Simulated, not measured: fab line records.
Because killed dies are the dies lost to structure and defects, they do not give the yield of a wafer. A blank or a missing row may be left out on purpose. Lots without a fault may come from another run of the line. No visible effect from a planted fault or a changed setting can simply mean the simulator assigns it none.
fab line records ; flow ritCmos
[record] lots = 5; wafers = 23
route steps=202 shown SILICIDE@162 M1@188
startH: start of the lot's first displayed wafer, in hours after the record's first day ; waitH: hours from the lot's prior step to this one ; " same as the row above ; L1.1+2: one row covering several wafers at once ; - value missing, or start not given ; * or withheld: withheld ; < > ~ a bound
route shown NAME@n: names a module that has steps shown in the file, with the first one's number in the route ; usual: the fault-free wafers' mean and standard deviation ; same: alike in all rows ; chamber/n: place in a boat ; sites: each site's reading ; _std_site: how widely they spread, as a standard deviation ; _edge_site: the outer-site mean with the inner-site mean subtracted ; radiusMm: how far each site lies from the wafer's centre ; mask NAME#n: copy n ; behind: the tool/chamber that last shaped the wafer ; hold: reason for holding the lot/hours on hold/outcome of the hold ; device: the transistor (n, p or np) that didn't switch ; end of line: at the end of the route, the tests of the same wafers ; where a step has no rows: the recipe by itself ; killed: the dies lost at the first sort to structure and to defects; this is not the yield of the wafer ; map: a wafer's dies, x killed, . not, _ none there
set.NAME: setting as actually run; set.NAME@STEP: the setting as run at that earlier step ; model.NAME: the simulator's own value behind a step, which no gauge read
lots with deliberately changed settings; one table per step, one row per wafer
[[steps]]
[step RIT_SILICIDE_SPUTTER_01]
[recipe] material = Ti; targetThkNm = 30; powerW = 350; chamberPressurePa = 0.667; gas = Ar; timeS = 240; substrateTempC = 25
lot.wafer;tool;chamber;startH;waitH;set.powerW;model.Ti_of_SILICIDE_SPUTTER_01.thkNm
L075.1;pvdSputter-04;-;-;-;350;30.27
L075.2;pvdSputter-04;-;-;-;350;30.29
L075.3;pvdSputter-04;-;-;-;350;30.62
L075.4;pvdSputter-04;-;-;-;330.8;28.6
L075.6;pvdSputter-04;-;-;-;330.8;28.66
L076.1;pvdSputter-02;-;-;-;350;29.73
L076.2;pvdSputter-02;-;-;-;350;29.82
L076.3;pvdSputter-02;-;-;-;350;30.69
L076.4;pvdSputter-02;-;-;-;350;29.7
L076.6;pvdSputter-02;-;-;-;350;29.85
L079.2;pvdSputter-04;-;-;-;350;30.17
L079.3;pvdSputter-04;-;-;-;336.1;28.56
L079.4;pvdSputter-04;-;-;-;350;29.78
L079.5;pvdSputter-04;-;-;-;336.1;28.34
L079.6;pvdSputter-04;-;-;-;350;29.69
L083.1;pvdSputter-03;-;-;-;350;30
L083.3;pvdSputter-03;-;-;-;350;30.31
L083.4;pvdSputter-03;-;-;-;350;29.79
L083.5;pvdSputter-03;-;-;-;350;30.23
L083.6;pvdSputter-03;-;-;-;350;29.93
L085.1;pvdSputter-03;-;104.30;0.0;350;30.59
L085.3;pvdSputter-03;-;104.30;0.0;350;30.45
L085.6;pvdSputter-03;-;104.30;0.0;350;30.34
[step RIT_SILICIDE_RS_MEAS_02]
[recipe] thkMeasGauge = four-point-probe; reads = Ti_of_SILICIDE_SPUTTER_01
[usual] SILICIDE_TI_RS = 48.1/0.84
lot.wafer;tool;chamber;startH;waitH;set.powerW@SILICIDE_SPUTTER_01;SILICIDE_TI_RS[ohm/sq]
L075.1;filmMetro-03;-;57.23;0.1;350;47.4
L075.2;filmMetro-03;-;57.23;0.1;350;47.3
L075.3;filmMetro-03;-;57.23;0.1;350;46.8
L075.4;filmMetro-03;-;57.23;0.1;330.8;50.8
L075.6;filmMetro-03;-;57.23;0.1;330.8;50.8
L076.1;filmMetro-04;-;61.26;0.1;350;48.5
L076.2;filmMetro-04;-;61.26;0.1;350;48.3
L076.3;filmMetro-04;-;61.26;0.1;350;46.6
L076.4;filmMetro-04;-;61.26;0.1;350;48.5
L076.6;filmMetro-04;-;61.26;0.1;350;48.4
L079.2;filmMetro-04;-;75.89;0.1;350;47.6
L079.3;filmMetro-04;-;75.89;0.1;336.1;50.9
L079.4;filmMetro-04;-;75.89;0.1;350;48.5
L079.5;filmMetro-04;-;75.89;0.1;336.1;51.3
L079.6;filmMetro-04;-;75.89;0.1;350;48.6
L083.1;filmMetro-03;-;95.38;0.1;350;48.0
L083.3;filmMetro-03;-;95.38;0.1;350;47.3
L083.4;filmMetro-03;-;95.38;0.1;350;48.4
L083.5;filmMetro-03;-;95.38;0.1;350;47.5
L083.6;filmMetro-03;-;95.38;0.1;350;48.2
L085.1;filmMetro-04;-;104.45;0.1;350;46.8
L085.3;filmMetro-04;-;104.45;0.1;350;47.0
L085.6;filmMetro-04;-;104.45;0.1;350;47.3
[step RIT_SILICIDE_THK_MEAS_03]
[recipe] thkMeasGauge = xrf; reads = Ti_of_SILICIDE_SPUTTER_01
[usual] SILICIDE_TI_THK = 30.1/0.42
lot.wafer;tool;chamber;startH;waitH;set.powerW@SILICIDE_SPUTTER_01;SILICIDE_TI_THK[nm]
L075.1;filmMetro-03;-;57.35;0.1;350;30.4
L075.2;filmMetro-03;-;57.35;0.1;350;30.5
L075.3;filmMetro-03;-;57.35;0.1;350;31.0
L075.4;filmMetro-03;-;57.35;0.1;330.8;28.9
L075.6;filmMetro-03;-;57.35;0.1;330.8;28.9
L076.1;filmMetro-04;-;61.38;0.1;350;29.9
L076.2;filmMetro-04;-;61.38;0.1;350;30.0
L076.3;filmMetro-04;-;61.38;0.1;350;30.9
L076.4;filmMetro-04;-;61.38;0.1;350;30.0
L076.6;filmMetro-04;-;61.38;0.1;350;30.1
L079.2;filmMetro-04;-;76.00;0.1;350;30.3
L079.3;filmMetro-04;-;76.00;0.1;336.1;28.7
L079.4;filmMetro-04;-;76.00;0.1;350;29.9
L079.5;filmMetro-04;-;76.00;0.1;336.1;28.5
L079.6;filmMetro-04;-;76.00;0.1;350;29.9
L083.1;filmMetro-03;-;95.50;0.1;350;30.3
L083.3;filmMetro-03;-;95.50;0.1;350;30.5
L083.4;filmMetro-03;-;95.50;0.1;350;30.0
L083.5;filmMetro-03;-;95.50;0.1;350;30.5
L083.6;filmMetro-03;-;95.50;0.1;350;30.0
L085.1;filmMetro-04;-;104.57;0.1;350;30.7
L085.3;filmMetro-04;-;104.57;0.1;350;30.6
L085.6;filmMetro-04;-;104.57;0.1;350;30.4
[step RIT_M1_COAT_04]
[recipe] resist = NOVOLAK; spinRpm = 2000; resistThkNm = 1300
lot.wafer;tool;chamber;startH;waitH;set.resistThkNm;model.NOVOLAK_of_M1_COAT_04.thkNm
L075.1;lithoTrack-04;0;60.45;0.1;1300;1300
L075.2+4;lithoTrack-04;0;60.45;0.1;1300;1301
L075.3;lithoTrack-04;0;60.45;0.1;1300;1302
L075.6;lithoTrack-04;0;60.45;0.1;1300;1306
L076.1+2;lithoTrack-03;0;64.77;0.1;1300;1298
L076.3;lithoTrack-03;0;64.77;0.1;1300;1301
L076.4;lithoTrack-03;0;64.77;0.1;1235;1232
L076.6;lithoTrack-03;0;64.77;0.1;1235;1234
L079.2;lithoTrack-04;0;79.17;0.1;1300;1303
L079.3+5;lithoTrack-04;0;79.17;0.1;1300;1300
L079.4;lithoTrack-04;0;79.17;0.1;1300;1302
L079.6;lithoTrack-04;0;79.17;0.1;1300;1298
L083.1;lithoTrack-01;0;98.63;0.1;1247;1242
L083.3;lithoTrack-01;0;98.63;0.1;1300;1291
L083.4;lithoTrack-01;0;98.63;0.1;1247;1245
L083.5;lithoTrack-01;0;98.63;0.1;1247;1244
L083.6;lithoTrack-01;0;98.63;0.1;1300;1296
L085.1;lithoTrack-03;0;107.65;0.1;1300;1302
L085.3+6;lithoTrack-03;0;107.65;0.1;1300;1307
[step RIT_M1_SOFTBAKE_05]
[recipe] resist = NOVOLAK; tempC = 90; timeS = 60
[step RIT_M1_EXPOSE_06]
[recipe] maskId = M12; na = 0.6; sourceShape = conventional; sigmaOuter = 0.5; targetCdNm = 2600; doseMj = 250
[step RIT_M1_PEB_07]
[recipe] resist = NOVOLAK; tempC = withheld; timeS = withheld
[step RIT_M1_DEVELOP_08]
[recipe] resist = NOVOLAK; developTimeS = 68; devTempC = 23
[step RIT_M1_CD_MEAS_09]
[recipe] targetCdNm = 2600
[usual] cdNm = 2599.9/2.8
lot.wafer;tool;chamber;startH;waitH;set.resistThkNm@M1_COAT_04;cdNm
L075.1;cdSem-02;-;61.18;-;1300;2597.7
L075.2;cdSem-02;-;61.18;-;1300;2596.8
L075.3;cdSem-02;-;61.18;-;1300;2595.9
L075.4;cdSem-02;-;61.18;-;1300;2597.7
L075.6;cdSem-02;-;61.18;-;1300;2596.3
L076.1;cdSem-02;-;65.63;-;1300;2602.5
L076.2;cdSem-02;-;65.63;-;1300;2600.7
L076.3;cdSem-02;-;65.63;-;1300;2601.0
L076.4;cdSem-02;-;65.63;-;1235;2597.1
L076.6;cdSem-02;-;65.63;-;1235;2595.5
L079.2;cdSem-01;-;80.02;-;1300;2603.3
L079.3;cdSem-01;-;80.02;-;1300;2602.5
L079.4;cdSem-01;-;80.02;-;1300;2602.0
L079.5;cdSem-01;-;80.02;-;1300;2602.1
L079.6;cdSem-01;-;80.02;-;1300;2600.7
L083.1;cdSem-02;-;99.36;-;1247;2592.1
L083.3;cdSem-02;-;99.36;-;1300;2596.0
L083.4;cdSem-02;-;99.36;-;1247;2590.9
L083.5;cdSem-02;-;99.36;-;1247;2591.6
L083.6;cdSem-02;-;99.36;-;1300;2596.1
L085.1;cdSem-01;-;108.38;-;1300;2601.1
L085.3;cdSem-01;-;108.38;-;1300;2602.4
L085.6;cdSem-01;-;108.38;-;1300;2603.8
[step RIT_M1_HARDBAKE_11]
[recipe] resist = NOVOLAK; tempC = 140; timeS = 120
lot.wafer;tool;chamber;startH;waitH;set.tempC;set.resistThkNm@M1_COAT_04;model.NOVOLAK_of_M1_COAT_04.thkNm
L075.1;lithoTrack-01;0;61.34;0.0;141.5;1300;1135
L075.2;lithoTrack-01;0;61.34;0.0;140;1300;1138
L075.3;lithoTrack-01;0;61.34;0.0;141.5;1300;1136
L075.4;lithoTrack-01;0;61.34;0.0;140;1300;1137
L075.6;lithoTrack-01;0;61.34;0.0;140;1300;1142
L076.1;lithoTrack-01;0;65.78;0.0;140;1300;1135
L076.2;lithoTrack-01;0;65.78;0.0;141.1;1300;1134
L076.3;lithoTrack-01;0;65.78;0.0;141.1;1300;1136
L076.4;lithoTrack-01;0;65.78;0.0;141.1;1235;1077
L076.6;lithoTrack-01;0;65.78;0.0;140;1235;1080
L079.2+4;lithoTrack-04;0;80.20;0.1;140;1300;1139
L079.3;lithoTrack-04;0;80.20;0.1;140;1300;1136
L079.5;lithoTrack-04;0;80.20;0.1;140;1300;1137
L079.6;lithoTrack-04;0;80.20;0.1;140;1300;1135
L083.1;lithoTrack-04;0;99.52;0.0;140;1247;1087
L083.3;lithoTrack-04;0;99.52;0.0;140;1300;1129
L083.4;lithoTrack-04;0;99.52;0.0;140;1247;1090
L083.5;lithoTrack-04;0;99.52;0.0;140;1247;1089
L083.6;lithoTrack-04;0;99.52;0.0;140;1300;1134
L085.1;lithoTrack-03;0;108.54;0.0;140;1300;1139
L085.3+6;lithoTrack-03;0;108.54;0.0;140;1300;1143
[step RIT_M1_METAL_ETCH_12]
[recipe] stopOn = SiO2; chemistry = Cl2/BCl3; target = Al; timeS = 165; overEtchFrac = 0.5; pressureMtorr = 100; targetDepthA = 6000; rfW = 250; Cl2_flow_sccm = 60; bcl3FlowSccm = 50
lot.wafer;tool;chamber;startH;waitH;set.resistThkNm@M1_COAT_04;model.NOVOLAK_of_M1_COAT_04.thkNm
L075.1;rieMetal-01;1;61.59;0.2;1300;814.4
L075.2;rieMetal-01;0;61.59;0.2;1300;791.4
L075.3;rieMetal-01;0;61.59;0.2;1300;790.6
L075.4;rieMetal-01;1;61.59;0.2;1300;816.1
L075.6;rieMetal-01;0;61.59;0.2;1300;796.5
L076.1;rieMetal-02;1;66.03;0.2;1300;791.6
L076.2;rieMetal-02;0;66.03;0.2;1300;807.2
L076.3;rieMetal-02;0;66.03;0.2;1300;810.6
L076.4;rieMetal-02;1;66.03;0.2;1235;730.3
L076.6;rieMetal-02;1;66.03;0.2;1235;734.4
L079.2;rieMetal-02;0;80.40;0.2;1300;815.3
L079.3;rieMetal-02;0;80.40;0.2;1300;814
L079.4;rieMetal-02;1;80.40;0.2;1300;796.7
L079.5;rieMetal-02;0;80.40;0.2;1300;815.5
L079.6;rieMetal-02;1;80.40;0.2;1300;794
L083.1;rieMetal-04;0;99.77;0.2;1247;764.1
L083.3;rieMetal-04;0;99.77;0.2;1300;806.1
L083.4;rieMetal-04;1;99.77;0.2;1247;757.7
L083.5;rieMetal-04;0;99.77;0.2;1247;766.5
L083.6;rieMetal-04;1;99.77;0.2;1300;801.7
L085.1;rieMetal-02;1;108.79;0.2;1300;800.4
L085.3;rieMetal-02;1;108.79;0.2;1300;808
L085.6;rieMetal-02;1;108.79;0.2;1300;806.9
[[key]]
[split] step = RIT_SILICIDE_SPUTTER_01; setting = powerW; stated = 350; by = wafer
[response] step = RIT_SILICIDE_SPUTTER_01; reading = model.Ti_of_SILICIDE_SPUTTER_01.thkNm; change = +0.334; per = 1%; r = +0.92
[response] step = RIT_SILICIDE_RS_MEAS_02; reading = SILICIDE_TI_RS; change = -0.685; per = 1%; r = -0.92
[response] step = RIT_SILICIDE_THK_MEAS_03; reading = SILICIDE_TI_THK; change = +0.323; per = 1%; r = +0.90
[split] step = RIT_M1_COAT_04; setting = resistThkNm; stated = 1300; by = wafer
[response] step = RIT_M1_COAT_04; reading = model.NOVOLAK_of_M1_COAT_04.thkNm; change = +12.8; per = 1%; r = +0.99
[response] step = RIT_M1_CD_MEAS_09; reading = cdNm; change = +1.06; per = 1%; r = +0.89
[response] step = RIT_M1_HARDBAKE_11; reading = model.NOVOLAK_of_M1_COAT_04.thkNm; change = +11; per = 1%; r = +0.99
[response] step = RIT_M1_METAL_ETCH_12; reading = model.NOVOLAK_of_M1_COAT_04.thkNm; change = +12.5; per = 1%; r = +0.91
[split] step = RIT_M1_HARDBAKE_11; setting = tempC; stated = 140; by = wafer
response none clear
